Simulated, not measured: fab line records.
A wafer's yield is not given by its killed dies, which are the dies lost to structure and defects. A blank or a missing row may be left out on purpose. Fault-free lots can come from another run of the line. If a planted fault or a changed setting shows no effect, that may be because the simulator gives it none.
What tool caused it? / flow rit_cmos / Sampling: 7 lots, 21 wafers, 2 of 202 route steps

WHAT EACH GAUGE READ, for each wafer
RIT_NWELL_TW_MEAS_10.
lot=L963; measured=day 2 02:25; on=film_metro-04; NWELL_TW=2146 2140 2142
lot=L965; measured=day 2 14:46; on=film_metro-04; NWELL_TW=2142 2149 2141
lot=L967; measured=day 3 00:53; on=film_metro-04; NWELL_TW=2130 2129 2120
lot=L970; measured=day 3 17:57; on=film_metro-01; NWELL_TW=2147 2154 2144
lot=L974; measured=day 4 11:53; on=film_metro-03; NWELL_TW=2161 2157 2151
lot=L983; measured=day 6 07:14; on=film_metro-03; NWELL_TW=2270 2281 2270
lot=L985; measured=day 6 19:56; on=film_metro-01; NWELL_TW=2146 2138 2134

TOOL THAT RAN EACH LOT (tool first, then ch and the chambers of the sampled wafers, then the start)
lot=L963; RIT_NWELL_IMPLANT_08=implanter-04 ch 0, day 2 02:06
lot=L965; RIT_NWELL_IMPLANT_08=implanter-04 ch 0, day 2 14:26
lot=L967; RIT_NWELL_IMPLANT_08=implanter-04 ch 0, day 3 00:34
lot=L970; RIT_NWELL_IMPLANT_08=implanter-01 ch 0, day 3 17:38
lot=L974; RIT_NWELL_IMPLANT_08=implanter-04 ch 0, day 4 11:34
lot=L983; RIT_NWELL_IMPLANT_08=implanter-04 ch 0, day 6 06:57
lot=L985; RIT_NWELL_IMPLANT_08=implanter-01 ch 0, day 6 19:37
- RIT_NWELL_IMPLANT_08

THE ANSWER, worked out from the rows above alone
Rule: the lots themselves supply what counts as usual. The widest of any qualifying gaps counts: lots, ordered by their means at a reading, are off when they make up no more than a third of the lots, leave a main group of 4 or more, and stand apart from it by 3 or more times the standard deviation of that group's means. Not used: any main group whose means are identical at the precision the tables above print for the reading. A lot without any number at a reading at which 4 lots or more have one is off too. Where the step has rows for the other lots, those lots are counted as sound.
Off: L983, seen at RIT_NWELL_TW_MEAS_10 (NWELL_TW). The main group: mean 2143, standard deviation 9.1.
If a tool, at a process step before that reading, ran all the lots that are off and no sound lot after the first of them, it fits. Gauges at RIT_NWELL_TW_MEAS_10: tried the same way as those tools. 2 tools fit, implanter-04 at RIT_NWELL_IMPLANT_08 and film_metro-03 at RIT_NWELL_TW_MEAS_10, so this cannot tell which one it is.

WHAT HAD BEEN PUT IN BY THE SIMULATOR
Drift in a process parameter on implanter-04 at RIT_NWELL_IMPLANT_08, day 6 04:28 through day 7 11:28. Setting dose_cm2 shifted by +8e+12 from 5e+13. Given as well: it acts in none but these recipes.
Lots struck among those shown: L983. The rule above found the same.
